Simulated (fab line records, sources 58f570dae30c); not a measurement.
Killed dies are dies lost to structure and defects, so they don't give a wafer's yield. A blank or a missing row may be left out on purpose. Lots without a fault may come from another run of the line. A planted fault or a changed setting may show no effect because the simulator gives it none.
Which tool did it? | flow berkeley_cmos170 | 15 lots, 45 wafers sampled, at 4 steps of a route of 331

WHAT THE GAUGES READ, wafer by wafer
UCB170_NVT_OVL_MEAS_06. Usual: NVT_OVL 3 nm, standard deviation 5.
lot  | measured     | on         | NVT_OVL (nm) | flag
L163 | day 6 01:02  | overlay-01 | 7 5 -1       |
L165 | day 6 12:22  | overlay-02 | 4 2 6        |
L166 | day 6 12:23  | overlay-01 | 0 6 2        |
L167 | day 6 12:31  | overlay-02 | 2 -3 5       |
L169 | day 7 03:26  | overlay-01 | 4 1 7        |
L168 | day 7 03:34  | overlay-01 | -5 0 0       |
L170 | day 7 13:51  | overlay-02 | 13 12 9      |
L171 | day 7 14:07  | overlay-01 | 2 14 3       |
L173 | day 7 23:54  | overlay-02 | -2 -1 8      |
L174 | day 8 05:02  | overlay-01 | 5 2 3        |
L177 | day 8 19:02  | overlay-02 | -2 -1 2      |
L179 | day 8 18:31  | overlay-01 | 3 3 5        |
L181 | day 9 21:10  | overlay-02 | 3 1 1        |
L184 | day 10 04:09 | overlay-01 | 8 -1 -4      |
L185 | day 10 04:31 | overlay-02 | 4 7 12       |

UCB170_M3_BOW_MEAS_20. Usual: M3_BOW 34 um, standard deviation 7.
lot  | measured     | on            | M3_BOW (um) | flag
L163 | day 8 14:48  | film_metro-03 | 37 32 33    |
L165 | day 9 09:20  | film_metro-01 | 40 41 43    |
L166 | day 9 10:20  | film_metro-01 | 17 36 23    |
L167 | day 9 07:59  | film_metro-03 | 40 27 36    |
L169 | day 9 16:42  | film_metro-03 | 36 21 21    |
L168 | day 9 12:30  | film_metro-01 | 33 33 39    |
L170 | day 10 01:15 | film_metro-02 | 33 41 40    |
L171 | day 10 01:29 | film_metro-03 | 47 48 50    |
L173 | day 10 15:06 | film_metro-01 | 34 32 39    |
L174 | day 10 12:47 | film_metro-03 | 27 38 22    |
L177 | day 11 06:35 | film_metro-02 | 26 27 37    |
L179 | day 11 06:30 | film_metro-01 | 47 44 35    |
L181 | day 12 07:25 | film_metro-03 | 31 34 33    |
L184 | day 12 09:02 | film_metro-02 | 36 38 26    |
L185 | day 12 15:01 | film_metro-03 | 42 36 34    |

WHICH TOOL RAN EACH LOT (tool, then ch and the chambers of the sampled wafers, then the start)
lot  | UCB170_NWELL_IMPLANT_14        | UCB170_SILICIDE_RTA_04
L163 | implanter-01 ch 0, day 2 11:01 | rtp_anneal-01 ch 0, day 7 11:47
L165 | implanter-03 ch 0, day 2 22:19 | rtp_anneal-01 ch 0, day 8 05:09
L166 | implanter-02 ch 0, day 3 04:02 | rtp_anneal-02 ch 0, day 8 05:23
L167 | implanter-01 ch 0, day 3 12:17 | rtp_anneal-01 ch 0, day 8 05:22
L169 | implanter-02 ch 0, day 3 18:57 | rtp_anneal-01 ch 0, day 8 12:32
L168 | implanter-01 ch 0, day 3 19:08 | rtp_anneal-02 ch 0, day 8 12:04
L170 | implanter-02 ch 0, day 4 04:17 | rtp_anneal-01 ch 0, day 8 21:46
L171 | implanter-02 ch 0, day 4 09:22 | rtp_anneal-02 ch 0, day 8 21:22
L173 | implanter-03 ch 0, day 4 20:27 | rtp_anneal-01 ch 0, day 9 11:59
L174 | implanter-01 ch 0, day 4 23:56 | rtp_anneal-02 ch 0, day 9 11:11
L177 | implanter-01 ch 0, day 5 09:54 | rtp_anneal-01 ch 0, day 10 03:43
L179 | implanter-01 ch 0, day 6 00:08 | rtp_anneal-02 ch 0, day 10 03:22
L181 | implanter-01 ch 0, day 6 09:29 | rtp_anneal-02 ch 0, day 11 02:20
L184 | implanter-02 ch 0, day 6 23:04 | rtp_anneal-01 ch 0, day 11 11:19
L185 | implanter-03 ch 0, day 6 23:21 | rtp_anneal-01 ch 0, day 11 13:55
- UCB170_NWELL_IMPLANT_14
- UCB170_SILICIDE_RTA_04: time 15 s.

WHAT THE TOOLS THEMSELVES READ (means of the sampled wafers that have a number; where no wafer has one, the mark that the record gives instead)
UCB170_NWELL_IMPLANT_14. Usual: dose_ions_cm2 9.996e+12, standard deviation 9.4e+09.
lot  | tool         | dose_ions_cm2 | flag
L163 | implanter-01 | 9.996e+12     |
L165 | implanter-03 | 9.999e+12     |
L166 | implanter-02 | 9.985e+12     |
L167 | implanter-01 | 9.995e+12     |
L169 | implanter-02 | 9.990e+12     |
L168 | implanter-01 | 9.990e+12     |
L170 | implanter-02 | 1.000e+13     |
L171 | implanter-02 | 9.998e+12     |
L173 | implanter-03 | 1.000e+13     |
L174 | implanter-01 | 1.000e+13     |
L177 | implanter-01 | 1.017e+13     | OFF
L179 | implanter-01 | 1.017e+13     | OFF
L181 | implanter-01 | 1.016e+13     | OFF
L184 | implanter-02 | 1.001e+13     |
L185 | implanter-03 | 1.000e+13     |

UCB170_SILICIDE_RTA_04. Usual: chamber_o2_ppm 1.998, standard deviation 0.022; lamp_power_pct 10.3 %, standard deviation 0.62; wafer_temp_C_max 653.1, standard deviation 0.95.
lot  | tool          | chamber_o2_ppm | lamp_power_pct (%) | wafer_temp_C_max | flag
L163 | rtp_anneal-01 | 1.996          | 10.8               | 652.8            |
L165 | rtp_anneal-01 | 2.019          | 10.8               | 652.9            |
L166 | rtp_anneal-02 | 1.994          | 9.5                | 654.1            |
L167 | rtp_anneal-01 | 1.997          | 10.8               | 652.8            |
L169 | rtp_anneal-01 | 1.996          | 10.8               | 651.9            |
L168 | rtp_anneal-02 | 1.984          | 9.5                | 653.1            |
L170 | rtp_anneal-01 | 2.014          | 10.8               | 653.0            |
L171 | rtp_anneal-02 | 1.983          | 9.5                | 654.0            |
L173 | rtp_anneal-01 | 1.989          | 10.8               | 652.6            |
L174 | rtp_anneal-02 | 2.017          | 9.5                | 654.3            |
L177 | rtp_anneal-01 | 1.996          | 10.8               | 652.3            |
L179 | rtp_anneal-02 | 2.001          | 9.5                | 653.7            |
L181 | rtp_anneal-02 | 1.986          | 9.5                | 653.9            |
L184 | rtp_anneal-01 | 1.975          | 10.8               | 652.8            |
L185 | rtp_anneal-01 | 2.011          | 10.8               | 652.4            |

THE ANSWER, worked out from the rows above alone
Rule: a lot is off if the mean of its wafers that have a number lies more than 3 standard deviations from the usual mean. A lot without any number at a reading at which 4 lots or more have one is off too. The other lots that the step has rows for count as sound. The gauges are gone through in route order, then the tools' own readings, and for those a lot's mean is taken as printed above. The first step at which some lot is off is used, and at that step the reading that is off furthest; a lot without a number counts as furthest.
Off: L177, L179, L181, at UCB170_NWELL_IMPLANT_14 (dose_ions_cm2).
A tool fits if, at that step or a process step before it, it ran every lot that is off, and no sound lot after the first of them. One fits: implanter-01 at UCB170_NWELL_IMPLANT_14. Its last sound lot is L174 (day 4 23:56), its first lot that is off L177 (day 5 09:54): a fault that began between those two fits.
The tool's own readings at UCB170_NWELL_IMPLANT_14 bear it out: on the lots that are off they differ by more than 5 times the standard deviation of the sound lots' means. dose_ions_cm2 reads 1.017e+13 there against 9.997e+12 on the sound lots.

WHAT THE SIMULATOR HAD PUT IN
Process parameter drift: implanter-01, from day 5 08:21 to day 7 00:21, at UCB170_NWELL_IMPLANT_14. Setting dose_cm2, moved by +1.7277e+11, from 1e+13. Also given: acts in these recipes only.
Lots struck among those shown: L179, L177, L181. The rule above found the same.
